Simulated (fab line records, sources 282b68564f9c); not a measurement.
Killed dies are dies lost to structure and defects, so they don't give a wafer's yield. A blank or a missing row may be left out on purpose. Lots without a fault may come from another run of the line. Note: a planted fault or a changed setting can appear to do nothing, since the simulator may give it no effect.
Which tool was responsible? || flow rit_cmos || 14 lots with 42 wafers sampled at 3 steps, on a route of 202 steps

## WHAT THE GAUGES SHOWED, per wafer
RIT_WELLDRIVE_RS_MEAS_01: uses a four-point probe to measure. Usual: NWELL_RS 275.8 ohm/sq, standard deviation 0.82.
{"lot": "L140", "measured": "day 2 05:28", "on": "film_metro-04", "NWELL_RS (ohm/sq)": "275.3 276.2 275.1", "flag": ""}
{"lot": "L141", "measured": "day 2 11:30", "on": "film_metro-01", "NWELL_RS (ohm/sq)": "275.3 275.0 275.4", "flag": ""}
{"lot": "L142", "measured": "day 2 15:49", "on": "film_metro-01", "NWELL_RS (ohm/sq)": "274.1 274.3 274.5", "flag": ""}
{"lot": "L144", "measured": "day 3 02:00", "on": "film_metro-01", "NWELL_RS (ohm/sq)": "275.2 275.3 275.0", "flag": ""}
{"lot": "L145", "measured": "day 3 08:27", "on": "film_metro-01", "NWELL_RS (ohm/sq)": "276.3 275.8 275.5", "flag": ""}
{"lot": "L146", "measured": "day 3 13:49", "on": "film_metro-01", "NWELL_RS (ohm/sq)": "274.7 274.6 274.6", "flag": ""}
{"lot": "L150", "measured": "day 4 08:00", "on": "film_metro-01", "NWELL_RS (ohm/sq)": "276.1 275.5 275.9", "flag": ""}
{"lot": "L151", "measured": "day 4 13:30", "on": "film_metro-04", "NWELL_RS (ohm/sq)": "322.0 321.8 322.2", "flag": "OFF"}
{"lot": "L153", "measured": "day 4 23:13", "on": "film_metro-01", "NWELL_RS (ohm/sq)": "322.4 322.3 322.7", "flag": "OFF"}
{"lot": "L157", "measured": "day 5 20:11", "on": "film_metro-03", "NWELL_RS (ohm/sq)": "274.6 274.7 274.9", "flag": ""}
{"lot": "L159", "measured": "day 6 04:24", "on": "film_metro-03", "NWELL_RS (ohm/sq)": "276.2 276.6 276.9", "flag": ""}
{"lot": "L160", "measured": "day 6 09:43", "on": "film_metro-03", "NWELL_RS (ohm/sq)": "277.0 276.2 276.5", "flag": ""}
{"lot": "L162", "measured": "day 6 21:19", "on": "film_metro-03", "NWELL_RS (ohm/sq)": "276.8 277.5 277.5", "flag": ""}
{"lot": "L163", "measured": "day 7 03:10", "on": "film_metro-01", "NWELL_RS (ohm/sq)": "275.4 275.9 275.9", "flag": ""}

RIT_WELLDRIVE_RS_MEAS_02: uses a four-point probe to measure. Usual: PWELL_RS 429.1 ohm/sq, standard deviation 1.1.
{"lot": "L140", "measured": "day 2 05:35", "on": "film_metro-04", "PWELL_RS (ohm/sq)": "429.1 429.7 430.5", "flag": ""}
{"lot": "L141", "measured": "day 2 11:37", "on": "film_metro-01", "PWELL_RS (ohm/sq)": "427.4 427.2 427.6", "flag": ""}
{"lot": "L142", "measured": "day 2 15:56", "on": "film_metro-01", "PWELL_RS (ohm/sq)": "428.3 429.4 430.0", "flag": ""}
{"lot": "L144", "measured": "day 3 02:07", "on": "film_metro-01", "PWELL_RS (ohm/sq)": "427.9 427.7 427.4", "flag": ""}
{"lot": "L145", "measured": "day 3 08:34", "on": "film_metro-01", "PWELL_RS (ohm/sq)": "429.5 427.4 429.9", "flag": ""}
{"lot": "L146", "measured": "day 3 13:56", "on": "film_metro-01", "PWELL_RS (ohm/sq)": "429.3 429.4 429.8", "flag": ""}
{"lot": "L150", "measured": "day 4 08:07", "on": "film_metro-01", "PWELL_RS (ohm/sq)": "428.8 429.5 429.2", "flag": ""}
{"lot": "L151", "measured": "day 4 13:37", "on": "film_metro-04", "PWELL_RS (ohm/sq)": "474.2 474.1 474.7", "flag": "OFF"}
{"lot": "L153", "measured": "day 4 23:20", "on": "film_metro-01", "PWELL_RS (ohm/sq)": "472.9 471.5 472.8", "flag": "OFF"}
{"lot": "L157", "measured": "day 5 20:19", "on": "film_metro-03", "PWELL_RS (ohm/sq)": "428.4 428.6 429.2", "flag": ""}
{"lot": "L159", "measured": "day 6 04:31", "on": "film_metro-03", "PWELL_RS (ohm/sq)": "428.3 429.2 429.2", "flag": ""}
{"lot": "L160", "measured": "day 6 09:50", "on": "film_metro-03", "PWELL_RS (ohm/sq)": "428.1 428.9 428.6", "flag": ""}
{"lot": "L162", "measured": "day 6 21:26", "on": "film_metro-03", "PWELL_RS (ohm/sq)": "429.2 429.7 429.0", "flag": ""}
{"lot": "L163", "measured": "day 7 03:17", "on": "film_metro-01", "PWELL_RS (ohm/sq)": "429.6 430.3 430.3", "flag": ""}

## WHICH TOOL RAN EACH LOT (tool, then ch and the chambers of the sampled wafers, then the start)
{"lot": "L140", "RIT_WELLDRIVE_ANNEAL_00": "furnace-01 ch 0, day 2 00:21"}
{"lot": "L141", "RIT_WELLDRIVE_ANNEAL_00": "furnace-03 ch 0, day 2 06:25"}
{"lot": "L142", "RIT_WELLDRIVE_ANNEAL_00": "furnace-01 ch 0, day 2 10:44"}
{"lot": "L144", "RIT_WELLDRIVE_ANNEAL_00": "furnace-01 ch 0, day 2 20:54"}
{"lot": "L145", "RIT_WELLDRIVE_ANNEAL_00": "furnace-03 ch 0, day 3 03:20"}
{"lot": "L146", "RIT_WELLDRIVE_ANNEAL_00": "furnace-01 ch 0, day 3 08:44"}
{"lot": "L150", "RIT_WELLDRIVE_ANNEAL_00": "furnace-04 ch 0, day 4 02:55"}
{"lot": "L151", "RIT_WELLDRIVE_ANNEAL_00": "furnace-01 ch 0, day 4 08:24"}
{"lot": "L153", "RIT_WELLDRIVE_ANNEAL_00": "furnace-01 ch 0, day 4 18:07"}
{"lot": "L157", "RIT_WELLDRIVE_ANNEAL_00": "furnace-03 ch 0, day 5 15:05"}
{"lot": "L159", "RIT_WELLDRIVE_ANNEAL_00": "furnace-04 ch 0, day 5 23:16"}
{"lot": "L160", "RIT_WELLDRIVE_ANNEAL_00": "furnace-03 ch 0, day 6 04:37"}
{"lot": "L162", "RIT_WELLDRIVE_ANNEAL_00": "furnace-03 ch 0, day 6 16:13"}
{"lot": "L163", "RIT_WELLDRIVE_ANNEAL_00": "furnace-04 ch 0, day 6 22:03"}
- RIT_WELLDRIVE_ANNEAL_00: time 14700 s.

## AS READ BY THE TOOLS THEMSELVES (means over the sampled wafers that have a number; for cases with no such wafer, the mark the record gives instead)
RIT_WELLDRIVE_ANNEAL_00. Usual: run_length_s 18270 s, standard deviation 6; tube_center_temp_C 1100 C, standard deviation 0.085.
{"lot": "L140", "tool": "furnace-01", "run_length_s (s)": 18273, "tube_center_temp_C (C)": 1100, "flag": ""}
{"lot": "L141", "tool": "furnace-03", "run_length_s (s)": 18281, "tube_center_temp_C (C)": 1100, "flag": ""}
{"lot": "L142", "tool": "furnace-01", "run_length_s (s)": 18270, "tube_center_temp_C (C)": 1100, "flag": ""}
{"lot": "L144", "tool": "furnace-01", "run_length_s (s)": 18279, "tube_center_temp_C (C)": 1100, "flag": ""}
{"lot": "L145", "tool": "furnace-03", "run_length_s (s)": 18273, "tube_center_temp_C (C)": 1100, "flag": ""}
{"lot": "L146", "tool": "furnace-01", "run_length_s (s)": 18267, "tube_center_temp_C (C)": 1100, "flag": ""}
{"lot": "L150", "tool": "furnace-04", "run_length_s (s)": 18261, "tube_center_temp_C (C)": 1100, "flag": ""}
{"lot": "L151", "tool": "furnace-01", "run_length_s (s)": 9452, "tube_center_temp_C (C)": 1100, "flag": "OFF"}
{"lot": "L153", "tool": "furnace-01", "run_length_s (s)": 9458, "tube_center_temp_C (C)": 1100, "flag": "OFF"}
{"lot": "L157", "tool": "furnace-03", "run_length_s (s)": 18270, "tube_center_temp_C (C)": 1100, "flag": ""}
{"lot": "L159", "tool": "furnace-04", "run_length_s (s)": 18272, "tube_center_temp_C (C)": 1100, "flag": ""}
{"lot": "L160", "tool": "furnace-03", "run_length_s (s)": 18269, "tube_center_temp_C (C)": 1100, "flag": ""}
{"lot": "L162", "tool": "furnace-03", "run_length_s (s)": 18276, "tube_center_temp_C (C)": 1100, "flag": ""}
{"lot": "L163", "tool": "furnace-04", "run_length_s (s)": 18258, "tube_center_temp_C (C)": 1100, "flag": ""}

## THE ANSWER, worked out from the rows above alone
Rule: take the mean of a lot's wafers that have a number; if it is more than 3 standard deviations from the usual mean, the lot is off. Also off: a lot with no number at a reading for which 4 or more lots have one. All remaining lots with rows at the step are treated as sound. The gauges are gone through in route order, then the tools' own readings, and for those a lot's mean is taken as printed above. The first step at which some lot is off is used, and at that step the reading that is off furthest; a lot without a number counts as furthest.
Off: L151, L153, seen at RIT_WELLDRIVE_RS_MEAS_01 (NWELL_RS).
A tool fits if, at a process step before that reading, it ran every lot that is off, and no sound lot after the first of them. Not tried: the gauges at RIT_WELLDRIVE_RS_MEAS_01; whatever is off there is also off at RIT_WELLDRIVE_ANNEAL_00, on other tools, and gauge error can't account for it. One fits: RIT_WELLDRIVE_ANNEAL_00 on furnace-01. A fault onset in the window from L146 (day 3 08:44, its last sound lot) to L151 (day 4 08:24, its first lot off) fits.
On the lots that are off, the tool's own readings at RIT_WELLDRIVE_ANNEAL_00 differ by more than 5 times the standard deviation of the sound lots' means, which bears it out; run_length_s reads 9455 s there versus 18271 s on the sound lots.

## WHAT THE SIMULATOR HAD INSERTED
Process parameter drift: furnace-01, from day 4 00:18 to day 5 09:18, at RIT_WELLDRIVE_ANNEAL_00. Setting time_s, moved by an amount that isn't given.
Struck lots among those shown: L151, L153. The rule above found the same.
